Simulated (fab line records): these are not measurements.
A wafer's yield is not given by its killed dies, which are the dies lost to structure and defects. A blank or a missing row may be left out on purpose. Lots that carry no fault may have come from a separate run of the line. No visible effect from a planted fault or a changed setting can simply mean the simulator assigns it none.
fab line records ; flow berkeley_cmos170
record: lots: 24; wafers: 72; last_day: 12
route steps=331 shown ZERO@13 WELLDRIVE@57 ACTIVE@66 GATE@131 M1@238 M3@324
lots with no fault: from the same line, run without faults
start_h: start of the lot's first displayed wafer, in hours after the record's first day ; wait_h: hours elapsed since this lot's preceding step ; " as in the row above ; L1.1+2: one row covering several wafers at once ; - no value, or no start was given ; * or withheld: withheld ; < > ~ a bound
route shown NAME@n: names a module that has steps shown in the file, with the first one's number in the route ; usual: mean/standard deviation of fault-free wafers ; same: alike in all rows ; chamber/n: place in a boat ; sites: each site's reading ; _std_site: their standard deviation ; _edge_site: the outer-site mean with the inner-site mean subtracted ; radius_mm: how far each site lies from the wafer's centre ; mask NAME#n: copy n ; behind: tool/chamber where the wafer was last shaped ; hold: cause of the lot's hold/its duration in hours/its outcome ; device: which transistor (n, p or np) failed to switch ; end of line: the tests these same wafers got at the end of their route ; a step without rows: its recipe alone ; killed: at the first sort, the dies lost to defects and structure; wafer yield is something else ; map: a wafer's dies, marking killed ones x, the rest . and places with no die _
set.NAME: the setting that was run; set.NAME@STEP: the one run at that earlier step ; model.NAME: the simulator's own value behind a step, which no gauge read
steps of the route over a sample of lots; a table a step, a row a wafer
services: a tool's chamber out of use, with start hour (start_h, from the record's first day; less than 0 if before it), hours out, and reason
== steps ==
step: UCB170_ZERO_STRIP_07
recipe: chemistry: O2; power_w: 400; pressure_mtorr: 3500; platen_temp_c: withheld; o2_flow_sccm: 400; overash_fraction: 0.5
usual: drypump_motor_current_A: 5.77/0.29; o2_flow_sccm: 399.8/1.2; oes_product_au: 0.727/0.0048; strip_time_to_endpoint_s: 21.13/0.064
lot.wafer;tool;chamber;start_h;wait_h;drypump_motor_current_A;o2_flow_sccm;oes_product_au;rf_hours_counter_h;strip_time_to_endpoint_s
L074.1;plasma_asher-02;0;20.02;0.0;5.66;400.8;0.729;21;21.27
L074.3;plasma_asher-02;1;20.02;0.0;6.02;398.4;0.727;-;21.27
L074.6;plasma_asher-02;0;20.02;0.0;5.67;401.1;0.718;-;21.24
L075.3;plasma_asher-03;0;24.17;0.0;5.40;400.4;0.725;-;21.10
L075.5;plasma_asher-03;0;24.17;0.0;5.43;397.9;0.722;-;21.14
L075.6;plasma_asher-03;1;24.17;0.0;5.35;399.8;0.727;-;21.13
L076.1;plasma_asher-04;1;29.62;0.0;6.11;397.1;0.728;30;21.09
L076.3;plasma_asher-04;1;29.62;0.0;6.15;399.7;0.722;-;21.04
L076.6;plasma_asher-04;0;29.62;0.0;5.83;401.4;0.724;-;21.07
L077.1;plasma_asher-03;1;33.62;0.0;5.35;399.0;0.725;33;21.17
L077.3;plasma_asher-03;0;33.62;0.0;5.44;399.2;0.723;-;21.20
L077.5;plasma_asher-03;0;33.62;0.0;5.44;397.9;0.731;-;21.21
L078.2;plasma_asher-02;0;41.35;0.0;5.69;397.6;0.719;23;21.19
L078.4;plasma_asher-02;1;41.35;0.0;6.06;401.6;0.722;-;21.15
L078.5;plasma_asher-02;1;41.35;0.0;6.05;400.2;0.734;-;21.14
L079.2;plasma_asher-03;1;46.31;0.0;5.35;401.5;0.718;34;21.21
L079.3;plasma_asher-03;0;46.31;0.0;5.44;398.0;0.730;-;21.16
L079.4;plasma_asher-03;1;46.31;0.0;5.36;400.3;0.722;-;21.19
L080.3;plasma_asher-02;1;50.09;0.0;6.07;400.1;0.733;-;21.09
L080.4;plasma_asher-02;0;50.09;0.0;5.67;400.8;0.720;-;21.05
L080.5;plasma_asher-02;0;50.09;0.0;5.68;401.0;0.724;-;21.03
L081.1;plasma_asher-03;0;57.69;0.0;5.43;400.0;0.726;36;21.18
L081.3;plasma_asher-03;1;57.69;0.0;5.36;399.4;0.724;-;21.21
L081.6;plasma_asher-03;1;57.69;0.0;5.36;400.4;0.726;-;21.18
L082.3;plasma_asher-02;0;59.74;0.0;5.67;399.0;0.721;-;21.23
L082.4;plasma_asher-02;1;59.74;0.0;6.04;397.1;0.731;-;21.23
L082.6;plasma_asher-02;1;59.74;0.0;6.09;399.2;0.730;-;21.26
L083.1;plasma_asher-02;0;64.27;0.0;5.67;399.7;0.726;25;21.06
L083.4;plasma_asher-02;0;64.27;0.0;5.69;401.0;0.732;-;21.07
L083.5;plasma_asher-02;0;64.27;0.0;5.67;401.3;0.723;-;21.10
L084.2;plasma_asher-04;0;66.92;0.0;5.84;399.1;0.723;34;21.01
L084.3;plasma_asher-04;0;66.92;0.0;5.84;400.6;0.733;-;20.94
L084.4;plasma_asher-04;1;66.92;0.0;6.14;399.4;0.733;-;21.02
L085.1;plasma_asher-02;1;74.29;0.0;6.07;399.8;0.731;26;21.16
L085.2;plasma_asher-02;0;74.29;0.0;5.66;398.5;0.729;26;21.19
L085.4;plasma_asher-02;0;74.29;0.0;5.64;399.6;0.733;-;21.16
L086.3;plasma_asher-03;1;80.44;0.0;5.38;397.8;0.732;-;21.15
L086.5;plasma_asher-03;0;80.44;0.0;5.46;399.7;0.720;-;21.14
L086.6;plasma_asher-03;1;80.44;0.0;5.35;399.0;0.730;-;21.12
L087.1;plasma_asher-04;0;83.78;0.0;5.83;400.9;0.719;36;21.15
L087.4;plasma_asher-04;0;83.78;0.0;5.80;402.3;0.716;-;21.15
L087.6;plasma_asher-04;1;83.78;0.0;6.17;401.8;0.739;-;21.09
L088.1;plasma_asher-04;1;90.62;0.0;6.18;399.3;0.725;36;21.14
L088.2;plasma_asher-04;0;90.62;0.0;5.83;401.3;0.724;36;21.11
L088.6;plasma_asher-04;0;90.62;0.0;5.83;400.9;0.719;-;21.11
L089.3;plasma_asher-02;0;96.63;0.0;5.66;400.7;0.735;-;21.02
L089.5;plasma_asher-02;1;96.63;0.0;6.07;399.2;0.730;-;21.14
L089.6;plasma_asher-02;0;96.63;0.0;5.70;398.2;0.723;-;21.05
L090.1;plasma_asher-04;0;99.94;0.0;5.84;399.1;0.727;37;21.08
L090.4;plasma_asher-04;1;99.94;0.0;6.16;399.1;0.726;-;21.09
L090.5;plasma_asher-04;0;99.94;0.0;5.84;397.9;0.728;-;21.13
L091.3;plasma_asher-04;0;103.47;0.0;5.85;400.8;0.734;-;21.16
L091.4;plasma_asher-04;1;103.47;0.0;6.19;399.9;0.725;-;21.17
L091.6;plasma_asher-04;0;103.47;0.0;5.85;398.9;0.734;-;21.19
L092.1;plasma_asher-02;0;110.68;0.0;5.68;400.4;0.729;31;21.11
L092.3;plasma_asher-02;1;110.68;0.0;6.07;399.2;0.724;-;21.13
L092.4;plasma_asher-02;0;110.68;0.0;5.69;400.8;0.727;-;21.22
L093.4;plasma_asher-03;1;115.93;0.0;5.37;400.9;0.727;-;21.07
L093.5;plasma_asher-03;0;115.93;0.0;5.45;401.0;0.729;-;21.10
L093.6;plasma_asher-03;1;115.93;0.0;5.36;399.3;0.737;-;21.10
L094.3;plasma_asher-02;1;117.54;0.0;6.06;400.0;0.724;-;21.06
L094.4;plasma_asher-02;0;117.54;0.0;5.68;400.4;0.726;-;21.15
L094.5;plasma_asher-02;1;117.54;0.0;6.05;400.5;0.738;-;21.13
L095.3;plasma_asher-04;1;127.94;0.0;6.17;399.1;0.727;-;21.23
L095.4;plasma_asher-04;0;127.94;0.0;5.83;400.8;0.729;-;21.22
L095.5;plasma_asher-04;1;127.94;0.0;6.21;398.5;0.728;-;21.17
L097.2;plasma_asher-03;1;136.08;0.0;5.36;398.9;0.724;44;21.13
L097.3;plasma_asher-03;1;136.08;0.0;5.36;398.5;0.727;-;21.08
L097.6;plasma_asher-03;0;136.08;0.0;5.43;399.9;0.726;-;21.13
L096.1;plasma_asher-02;0;136.36;0.0;5.66;399.4;0.719;34;21.15
L096.2;plasma_asher-02;1;136.36;0.0;6.05;399.8;0.727;34;21.05
L096.5;plasma_asher-02;1;136.36;0.0;6.05;400.5;0.723;-;21.13
step: UCB170_WELLDRIVE_THK_MEAS_02
recipe: reads: SiO2_of_WELLDRIVE_OXIDATION_01
usual: WELLDRIVE_OXIDE_THK: 197/4
lot.wafer;tool;chamber;start_h;wait_h;WELLDRIVE_OXIDE_THK[nm]
L074.1;film_metro-02;-;64.75;0.0;196
L074.3;film_metro-02;-;64.75;0.0;196
L074.6;film_metro-02;-;64.75;0.0;198
L075.3;film_metro-01;-;64.77;0.0;192
L075.5;film_metro-01;-;64.77;0.0;192
L075.6;film_metro-01;-;64.77;0.0;190
L076.1;film_metro-02;-;76.76;0.0;195
L076.3;film_metro-02;-;76.76;0.0;192
L076.6;film_metro-02;-;76.76;0.0;191
L077.1;film_metro-01;-;76.76;0.0;192
L077.3;film_metro-01;-;76.76;0.0;192
L077.5;film_metro-01;-;76.76;0.0;192
L078.2;film_metro-03;-;87.11;0.0;200
L078.4;film_metro-03;-;87.11;0.0;199
L078.5;film_metro-03;-;87.11;0.0;200
L079.2;film_metro-01;-;87.11;0.0;196
L079.3;film_metro-01;-;87.11;0.0;194
L079.4;film_metro-01;-;87.11;0.0;199
L080.3;film_metro-02;-;87.12;0.0;201
L080.4;film_metro-02;-;87.12;0.0;197
L080.5;film_metro-02;-;87.12;0.0;200
L081.1;film_metro-03;-;95.57;0.0;198
L081.3;film_metro-03;-;95.57;0.0;195
L081.6;film_metro-03;-;95.57;0.0;198
L082.3;film_metro-01;-;95.59;0.0;198
L082.4;film_metro-01;-;95.59;0.0;203
L082.6;film_metro-01;-;95.59;0.0;202
L083.1;film_metro-03;-;112.97;0.0;197
L083.4;film_metro-03;-;112.97;0.0;196
L083.5;film_metro-03;-;112.97;0.0;199
L084.2;film_metro-02;-;112.98;0.0;200
L084.3;film_metro-02;-;112.98;0.0;201
L084.4;film_metro-02;-;112.98;0.0;201
L085.1;film_metro-03;-;118.17;0.0;203
L085.2;film_metro-03;-;118.17;0.0;205
L085.4;film_metro-03;-;118.17;0.0;200
L087.1;film_metro-03;-;128.23;0.0;197
L087.4;film_metro-03;-;128.23;0.0;198
L087.6;film_metro-03;-;128.23;0.0;195
L086.3;film_metro-02;-;128.25;0.0;191
L086.5;film_metro-02;-;128.25;0.0;194
L086.6;film_metro-02;-;128.25;0.0;192
L088.1;film_metro-01;-;128.28;0.0;197
L088.2;film_metro-01;-;128.28;0.0;197
L088.6;film_metro-01;-;128.28;0.0;191
L089.3;film_metro-02;-;143.21;0.0;197
L089.5;film_metro-02;-;143.21;0.0;196
L089.6;film_metro-02;-;143.21;0.0;197
L091.3;film_metro-01;-;143.21;0.0;198
L091.4;film_metro-01;-;143.21;0.0;202
L091.6;film_metro-01;-;143.21;0.0;199
L090.1;film_metro-03;-;143.63;0.0;199
L090.4;film_metro-03;-;143.63;0.0;203
L090.5;film_metro-03;-;143.63;0.0;201
L092.1;film_metro-02;-;150.88;0.0;208
L092.3;film_metro-02;-;150.88;0.0;205
L092.4;film_metro-02;-;150.88;0.0;207
L094.3;film_metro-02;-;161.73;0.0;201
L094.4;film_metro-02;-;161.73;0.0;199
L094.5;film_metro-02;-;161.73;0.0;204
L093.4;film_metro-03;-;165.27;0.0;194
L093.5;film_metro-03;-;165.27;0.0;195
L093.6;film_metro-03;-;165.27;0.0;194
L097.2;film_metro-03;-;170.76;0.0;196
L097.3;film_metro-03;-;170.76;0.0;200
L097.6;film_metro-03;-;170.76;0.0;202
L095.3;film_metro-01;-;170.77;0.0;197
L095.4;film_metro-01;-;170.77;0.0;198
L095.5;film_metro-01;-;170.77;0.0;203
L096.1;film_metro-01;-;183.01;0.0;193
L096.2;film_metro-01;-;183.01;0.0;194
L096.5;film_metro-01;-;183.01;0.0;193
step: UCB170_ACTIVE_THK_MEAS_06
recipe: reads: Si3N4_of_ACTIVE_CVD_05
usual: ACTIVE_NITRIDE_THK: 221.7/2.3
lot.wafer;tool;chamber;start_h;wait_h;ACTIVE_NITRIDE_THK[nm]
L074.1;film_metro-01;-;78.75;0.0;219.8
L074.3;film_metro-01;-;78.75;0.0;219.4
L074.6;film_metro-01;-;78.75;0.0;219.9
L075.3;film_metro-02;-;78.77;0.0;223.9
L075.5;film_metro-02;-;78.77;0.0;225.5
L075.6;film_metro-02;-;78.77;0.0;225.1
L076.1;film_metro-01;-;94.23;0.0;223.5
L076.3;film_metro-01;-;94.23;0.0;222.8
L076.6;film_metro-01;-;94.23;0.0;224.2
L077.1;film_metro-04;-;94.23;0.0;218.5
L077.3;film_metro-04;-;94.23;0.0;220.4
L077.5;film_metro-04;-;94.23;0.0;221.7
L079.2;film_metro-01;-;103.38;0.0;222.6
L079.3;film_metro-01;-;103.38;0.0;223.3
L079.4;film_metro-01;-;103.38;0.0;222.8
L080.3;film_metro-02;-;103.39;0.0;222.2
L080.4;film_metro-02;-;103.39;0.0;222.2
L080.5;film_metro-02;-;103.39;0.0;223.9
L078.2;film_metro-04;-;103.41;0.0;221.0
L078.4;film_metro-04;-;103.41;0.0;219.6
L078.5;film_metro-04;-;103.41;0.0;220.5
L081.1;film_metro-04;-;110.10;0.0;221.0
L081.3;film_metro-04;-;110.10;0.0;219.9
L081.6;film_metro-04;-;110.10;0.0;220.7
L082.3;film_metro-02;-;110.12;0.0;220.7
L082.4;film_metro-02;-;110.12;0.0;220.6
L082.6;film_metro-02;-;110.12;0.0;220.4
L083.1;film_metro-04;-;135.43;0.0;220.5
L083.4;film_metro-04;-;135.43;0.0;218.3
L083.5;film_metro-04;-;135.43;0.0;220.1
L084.2;film_metro-02;-;135.44;0.0;223.9
L084.3;film_metro-02;-;135.44;0.0;224.5
L084.4;film_metro-02;-;135.44;0.0;225.4
L085.1;film_metro-01;-;135.45;0.0;219.9
L085.2;film_metro-01;-;135.45;0.0;220.4
L085.4;film_metro-01;-;135.45;0.0;220.9
L088.1;film_metro-02;-;142.14;0.0;219.2
L088.2;film_metro-02;-;142.14;0.0;218.7
L088.6;film_metro-02;-;142.14;0.0;219.1
L087.1;film_metro-01;-;142.16;0.0;220.4
L087.4;film_metro-01;-;142.16;0.0;221.8
L087.6;film_metro-01;-;142.16;0.0;223.2
L086.3;film_metro-04;-;142.16;0.0;219.4
L086.5;film_metro-04;-;142.16;0.0;219.3
L086.6;film_metro-04;-;142.16;0.0;218.7
L089.3;film_metro-02;-;153.41;0.0;218.6
L089.5;film_metro-02;-;153.41;0.0;223.1
L089.6;film_metro-02;-;153.41;0.0;220.5
L090.1;film_metro-04;-;153.44;0.0;223.9
L090.4;film_metro-04;-;153.44;0.0;223.4
L090.5;film_metro-04;-;153.44;0.0;226.2
L091.3;film_metro-01;-;153.46;0.1;220.2
L091.4;film_metro-01;-;153.46;0.1;221.0
L091.6;film_metro-01;-;153.46;0.1;221.7
L092.1;film_metro-02;-;159.88;0.0;219.2
L092.3;film_metro-02;-;159.88;0.0;219.8
L092.4;film_metro-02;-;159.88;0.0;219.4
L094.3;film_metro-02;-;175.45;0.0;223.7
L094.4;film_metro-02;-;175.45;0.0;223.3
L094.5;film_metro-02;-;175.45;0.0;223.4
L093.4;film_metro-04;-;181.09;0.0;226.8
L093.5;film_metro-04;-;181.09;0.0;225.6
L093.6;film_metro-04;-;181.09;0.0;225.2
L097.2;film_metro-04;-;184.86;0.0;219.0
L097.3;film_metro-04;-;184.86;0.0;217.1
L097.6;film_metro-04;-;184.86;0.0;216.9
L095.3;film_metro-01;-;184.87;0.0;224.5
L095.4;film_metro-01;-;184.87;0.0;224.0
L095.5;film_metro-01;-;184.87;0.0;224.8
L096.1;film_metro-01;-;206.33;0.0;221.9
L096.2;film_metro-01;-;206.33;0.0;221.8
L096.5;film_metro-01;-;206.33;0.0;221.5
step: UCB170_GATE_THK_MEAS_05
recipe: reads: poly-Si_of_GATE_CVD_04
usual: GATE_POLY_THK: 214.5/2.1
lot.wafer;tool;chamber;start_h;wait_h;GATE_POLY_THK[nm]
L074.1;film_metro-02;-;126.98;0.0;219.3
L074.3;film_metro-02;-;126.98;0.0;216.9
L074.6;film_metro-02;-;126.98;0.0;218.5
L075.3;film_metro-03;-;127.06;0.1;216.8
L075.5;film_metro-03;-;127.06;0.1;215.1
L075.6;film_metro-03;-;127.06;0.1;217.1
L076.1;film_metro-01;-;141.09;0.0;217.8
L076.3;film_metro-01;-;141.09;0.0;218.5
L076.6;film_metro-01;-;141.09;0.0;216.5
L077.1;film_metro-02;-;141.09;0.0;216.4
L077.3;film_metro-02;-;141.09;0.0;217.0
L077.5;film_metro-02;-;141.09;0.0;217.3
L078.2;film_metro-02;-;149.57;0.0;214.3
L078.4;film_metro-02;-;149.57;0.0;214.0
L078.5;film_metro-02;-;149.57;0.0;214.8
L079.2;film_metro-03;-;149.57;0.0;213.0
L079.3;film_metro-03;-;149.57;0.0;213.9
L079.4;film_metro-03;-;149.57;0.0;214.5
L080.3;film_metro-01;-;149.58;0.0;216.2
L080.4;film_metro-01;-;149.58;0.0;213.9
L080.5;film_metro-01;-;149.58;0.0;214.8
L081.1;film_metro-03;-;152.18;0.0;215.7
L081.3;film_metro-03;-;152.18;0.0;216.1
L081.6;film_metro-03;-;152.18;0.0;215.2
L082.3;film_metro-02;-;152.20;0.0;213.3
L082.4;film_metro-02;-;152.20;0.0;212.8
L082.6;film_metro-02;-;152.20;0.0;212.5
L083.1;film_metro-02;-;178.22;0.0;217.0
L083.4;film_metro-02;-;178.22;0.0;215.5
L083.5;film_metro-02;-;178.22;0.0;216.7
L084.2;film_metro-03;-;178.22;0.0;213.7
L084.3;film_metro-03;-;178.22;0.0;212.3
L084.4;film_metro-03;-;178.22;0.0;212.3
L085.1;film_metro-03;-;178.27;0.1;216.4
L085.2;film_metro-03;-;178.27;0.1;215.5
L085.4;film_metro-03;-;178.27;0.1;217.5
L087.1;film_metro-02;-;181.54;0.0;213.2
L087.4;film_metro-02;-;181.54;0.0;212.8
L087.6;film_metro-02;-;181.54;0.0;213.0
L088.1;film_metro-01;-;181.54;0.0;213.2
L088.2;film_metro-01;-;181.54;0.0;215.3
L088.6;film_metro-01;-;181.54;0.0;212.8
L086.3;film_metro-03;-;181.56;0.0;215.8
L086.5;film_metro-03;-;181.56;0.0;215.2
L086.6;film_metro-03;-;181.56;0.0;217.3
L090.1;film_metro-01;-;202.63;0.0;216.2
L090.4;film_metro-01;-;202.63;0.0;215.4
L090.5;film_metro-01;-;202.63;0.0;214.9
L089.3;film_metro-02;-;202.65;0.0;213.9
L089.5;film_metro-02;-;202.65;0.0;214.4
L089.6;film_metro-02;-;202.65;0.0;215.5
L091.3;film_metro-03;-;202.65;0.0;214.5
L091.4;film_metro-03;-;202.65;0.0;214.2
L091.6;film_metro-03;-;202.65;0.0;213.8
L092.1;film_metro-02;-;215.00;0.0;211.9
L092.3;film_metro-02;-;215.00;0.0;212.8
L092.4;film_metro-02;-;215.00;0.0;212.8
L094.3;film_metro-03;-;230.15;0.0;214.1
L094.4;film_metro-03;-;230.15;0.0;213.3
L094.5;film_metro-03;-;230.15;0.0;214.1
L097.2;film_metro-02;-;239.73;0.0;211.5
L097.3;film_metro-02;-;239.73;0.0;211.6
L097.6;film_metro-02;-;239.73;0.0;209.9
L093.4;film_metro-01;-;239.75;0.0;210.2
L093.5;film_metro-01;-;239.75;0.0;211.3
L093.6;film_metro-01;-;239.75;0.0;209.8
L095.3;film_metro-03;-;245.09;0.0;214.2
L095.4;film_metro-03;-;245.09;0.0;213.5
L095.5;film_metro-03;-;245.09;0.0;217.3
L096.1;film_metro-02;-;254.78;0.0;214.7
L096.2;film_metro-02;-;254.78;0.0;215.4
L096.5;film_metro-02;-;254.78;0.0;214.1
step: UCB170_M1_SPUTTER_00
recipe: material: Al; target_thk_nm: 600; time_s: 80; power_w: 6000; chamber_pressure_pa: 0.5
usual: throttle_valve_pct: 30.5/0.73
lot.wafer;tool;chamber;start_h;wait_h;throttle_valve_pct
L074.1;pvd_sputter-03;-;152.01;0.0;29.9
L074.3;pvd_sputter-03;-;152.01;0.0;29.0
L074.6;pvd_sputter-03;-;152.01;0.0;29.7
L075.3;pvd_sputter-04;-;152.01;0.0;30.4
L075.5;pvd_sputter-04;-;152.01;0.0;31.7
L075.6;pvd_sputter-04;-;152.01;0.0;31.3
L076.1;pvd_sputter-04;-;166.52;0.0;31.6
L076.3;pvd_sputter-04;-;166.52;0.0;30.8
L076.6;pvd_sputter-04;-;166.52;0.0;30.9
L077.1;pvd_sputter-03;-;169.69;0.0;29.9
L077.3;pvd_sputter-03;-;169.69;0.0;29.1
L077.5;pvd_sputter-03;-;169.69;0.0;30.0
L082.3;pvd_sputter-04;-;174.97;0.0;31.3
L082.4;pvd_sputter-04;-;174.97;0.0;30.5
L082.6;pvd_sputter-04;-;174.97;0.0;31.2
L081.1;pvd_sputter-03;-;175.22;0.0;29.4
L081.3;pvd_sputter-03;-;175.22;0.0;30.2
L081.6;pvd_sputter-03;-;175.22;0.0;29.7
L079.2;pvd_sputter-01;-;175.47;0.0;30.1
L079.3;pvd_sputter-01;-;175.47;0.0;29.3
L079.4;pvd_sputter-01;-;175.47;0.0;31.1
L078.2;pvd_sputter-04;-;175.71;0.0;30.3
L078.4;pvd_sputter-04;-;175.71;0.0;30.9
L078.5;pvd_sputter-04;-;175.71;0.0;30.3
L080.3;pvd_sputter-03;-;175.95;0.0;30.3
L080.4;pvd_sputter-03;-;175.95;0.0;29.9
L080.5;pvd_sputter-03;-;175.95;0.0;29.3
L084.2;pvd_sputter-04;-;199.74;0.0;31.3
L084.3;pvd_sputter-04;-;199.74;0.0;30.6
L084.4;pvd_sputter-04;-;199.74;0.0;31.4
L083.1;pvd_sputter-01;-;200.90;0.0;31.1
L083.4;pvd_sputter-01;-;200.90;0.0;29.3
L083.5;pvd_sputter-01;-;200.90;0.0;30.3
L085.1;pvd_sputter-04;-;201.18;0.0;31.5
L085.2;pvd_sputter-04;-;201.18;0.0;31.1
L085.4;pvd_sputter-04;-;201.18;0.0;30.5
L086.3;pvd_sputter-01;-;209.68;0.0;30.7
L086.5;pvd_sputter-01;-;209.68;0.0;30.9
L086.6;pvd_sputter-01;-;209.68;0.0;29.4
L088.1;pvd_sputter-03;-;209.68;0.0;29.4
L088.2;pvd_sputter-03;-;209.68;0.0;30.6
L088.6;pvd_sputter-03;-;209.68;0.0;30.7
L087.1;pvd_sputter-01;-;211.38;0.0;29.2
L087.4;pvd_sputter-01;-;211.38;0.0;29.3
L087.6;pvd_sputter-01;-;211.38;0.0;31.4
L089.3;pvd_sputter-01;-;228.47;0.0;31.4
L089.5;pvd_sputter-01;-;228.47;0.0;29.3
L089.6;pvd_sputter-01;-;228.47;0.0;30.8
L091.3;pvd_sputter-04;-;230.26;0.0;30.6
L091.4;pvd_sputter-04;-;230.26;0.0;31.3
L091.6;pvd_sputter-04;-;230.26;0.0;30.9
L090.1;pvd_sputter-04;-;230.63;0.0;31.6
L090.4;pvd_sputter-04;-;230.63;0.0;30.8
L090.5;pvd_sputter-04;-;230.63;0.0;31.3
L092.1;pvd_sputter-03;-;243.03;0.0;29.5
L092.3;pvd_sputter-03;-;243.03;0.0;30.0
L092.4;pvd_sputter-03;-;243.03;0.0;30.0
L094.3;pvd_sputter-04;-;251.95;0.0;31.4
L094.4;pvd_sputter-04;-;251.95;0.0;30.5
L094.5;pvd_sputter-04;-;251.95;0.0;31.5
L097.2;pvd_sputter-01;-;265.25;0.0;31.3
L097.3;pvd_sputter-01;-;265.25;0.0;29.1
L097.6;pvd_sputter-01;-;265.25;0.0;31.2
L093.4;pvd_sputter-03;-;265.63;0.0;30.0
L093.5;pvd_sputter-03;-;265.63;0.0;30.1
L093.6;pvd_sputter-03;-;265.63;0.0;29.3
L095.3;pvd_sputter-03;-;271.28;0.0;30.5
L095.4;pvd_sputter-03;-;271.28;0.0;29.8
L095.5;pvd_sputter-03;-;271.28;0.0;30.6
L096.1;pvd_sputter-04;-;278.15;0.0;30.9
L096.2;pvd_sputter-04;-;278.15;0.0;31.3
L096.5;pvd_sputter-04;-;278.15;0.0;31.3
step: UCB170_M3_CD_MEAS_15
recipe: target_cd_nm: 700
usual: cd_nm: 700.1/1.5
lot.wafer;tool;chamber;start_h;wait_h;cd_nm
L074.1;cd_sem-02;-;167.60;-;702.2
L074.3;cd_sem-02;-;167.60;-;702.1
L074.6;cd_sem-02;-;167.60;-;701.5
L075.3;cd_sem-01;-;168.48;-;698.5
L075.5;cd_sem-01;-;168.48;-;698.5
L075.6;cd_sem-01;-;168.48;-;698.9
L076.1;cd_sem-02;-;187.89;-;699.9
L076.3;cd_sem-02;-;187.89;-;698.8
L076.6;cd_sem-02;-;187.89;-;699.8
L077.1;cd_sem-02;-;188.17;-;700.2
L077.3;cd_sem-02;-;188.17;-;698.3
L077.5;cd_sem-02;-;188.17;-;698.1
L079.2;cd_sem-02;-;194.02;-;699.9
L079.3;cd_sem-02;-;194.02;-;699.8
L079.4;cd_sem-02;-;194.02;-;700.3
L082.3;cd_sem-02;-;194.66;-;699.2
L082.4;cd_sem-02;-;194.66;-;699.6
L082.6;cd_sem-02;-;194.66;-;697.9
L081.1;cd_sem-01;-;194.74;-;699.9
L081.3;cd_sem-01;-;194.74;-;700.7
L081.6;cd_sem-01;-;194.74;-;700.6
L080.3;cd_sem-02;-;194.94;-;699.9
L080.4;cd_sem-02;-;194.94;-;701.5
L080.5;cd_sem-02;-;194.94;-;699.1
L078.2;cd_sem-02;-;195.16;-;699.6
L078.4;cd_sem-02;-;195.16;-;697.9
L078.5;cd_sem-02;-;195.16;-;699.6
L084.2;cd_sem-01;-;217.41;-;702.9
L084.3;cd_sem-01;-;217.41;-;700.8
L084.4;cd_sem-01;-;217.41;-;703.2
L085.1;cd_sem-02;-;218.03;-;698.9
L085.2;cd_sem-02;-;218.03;-;699.9
L085.4;cd_sem-02;-;218.03;-;699.7
L083.1;cd_sem-01;-;218.27;-;702.0
L083.4;cd_sem-01;-;218.27;-;702.1
L083.5;cd_sem-01;-;218.27;-;704.0
L088.1;cd_sem-01;-;232.91;-;699.7
L088.2;cd_sem-01;-;232.91;-;699.0
L088.6;cd_sem-01;-;232.91;-;699.2
L087.1;cd_sem-02;-;233.44;-;701.5
L087.4;cd_sem-02;-;233.44;-;701.6
L087.6;cd_sem-02;-;233.44;-;699.7
L086.3;cd_sem-01;-;233.59;-;701.9
L086.5;cd_sem-01;-;233.59;-;703.2
L086.6;cd_sem-01;-;233.59;-;702.7
L089.3;cd_sem-01;-;243.67;-;699.4
L089.5;cd_sem-01;-;243.67;-;699.7
L089.6;cd_sem-01;-;243.67;-;700.0
L090.1;cd_sem-01;-;247.75;-;700.6
L090.4;cd_sem-01;-;247.75;-;700.3
L090.5;cd_sem-01;-;247.75;-;700.9
L091.3;cd_sem-01;-;248.23;-;700.0
L091.4;cd_sem-01;-;248.23;-;700.2
L091.6;cd_sem-01;-;248.23;-;700.3
L092.1;cd_sem-02;-;260.39;-;700.5
L092.3;cd_sem-02;-;260.39;-;699.2
L092.4;cd_sem-02;-;260.39;-;697.5
L094.3;cd_sem-02;-;273.03;-;700.2
L094.4;cd_sem-02;-;273.03;-;699.5
L094.5;cd_sem-02;-;273.03;-;698.4
L093.4;cd_sem-01;-;284.18;-;695.9
L093.5;cd_sem-01;-;284.18;-;697.4
L093.6;cd_sem-01;-;284.18;-;696.5
L097.2;cd_sem-01;-;284.74;-;698.4
L097.3;cd_sem-01;-;284.74;-;699.1
L097.6;cd_sem-01;-;284.74;-;699.6
L095.3;cd_sem-02;-;289.71;-;700.1
L095.4;cd_sem-02;-;289.71;-;699.2
L095.5;cd_sem-02;-;289.71;-;700.2
L096.1;cd_sem-01;-;299.06;-;701.6
L096.2;cd_sem-01;-;299.06;-;702.2
L096.5;cd_sem-01;-;299.06;-;700.6
== services ==
tool;chamber;start_h;hours;kind
plasma_asher-04;-;64.15;2.7;repair
plasma_asher-03;-;76.99;2.3;repair
plasma_asher-02;-;88.36;1.9;repair
plasma_asher-03;-;90.49;6.0;repair
pvd_sputter-03;-;100.42;0.5;repair
plasma_asher-04;-;108.75;9.0;pm
plasma_asher-04;0;108.75;9.0;vent_cycle
plasma_asher-04;1;108.75;9.0;vent_cycle
plasma_asher-04;0;117.75;-;clean
plasma_asher-04;1;117.75;-;clean
pvd_sputter-03;-;126.87;1.7;repair
plasma_asher-04;-;145.42;14.6;pm
pvd_sputter-01;-;176.59;3.7;repair
pvd_sputter-03;-;177.37;2.7;repair
pvd_sputter-03;-;197.37;6.7;repair
pvd_sputter-04;-;204.79;5.2;repair
pvd_sputter-01;3;204.91;-;consumable_replace:kit
pvd_sputter-04;-;206.71;2.8;repair
plasma_asher-03;-;214.55;2.8;pm
pvd_sputter-03;-;217.92;3.4;repair
plasma_asher-03;-;218.17;2.3;repair
pvd_sputter-03;-;221.34;13.8;repair
pvd_sputter-04;-;261.15;2.7;repair
pvd_sputter-01;-;275.71;4.3;repair
== key ==
fault none
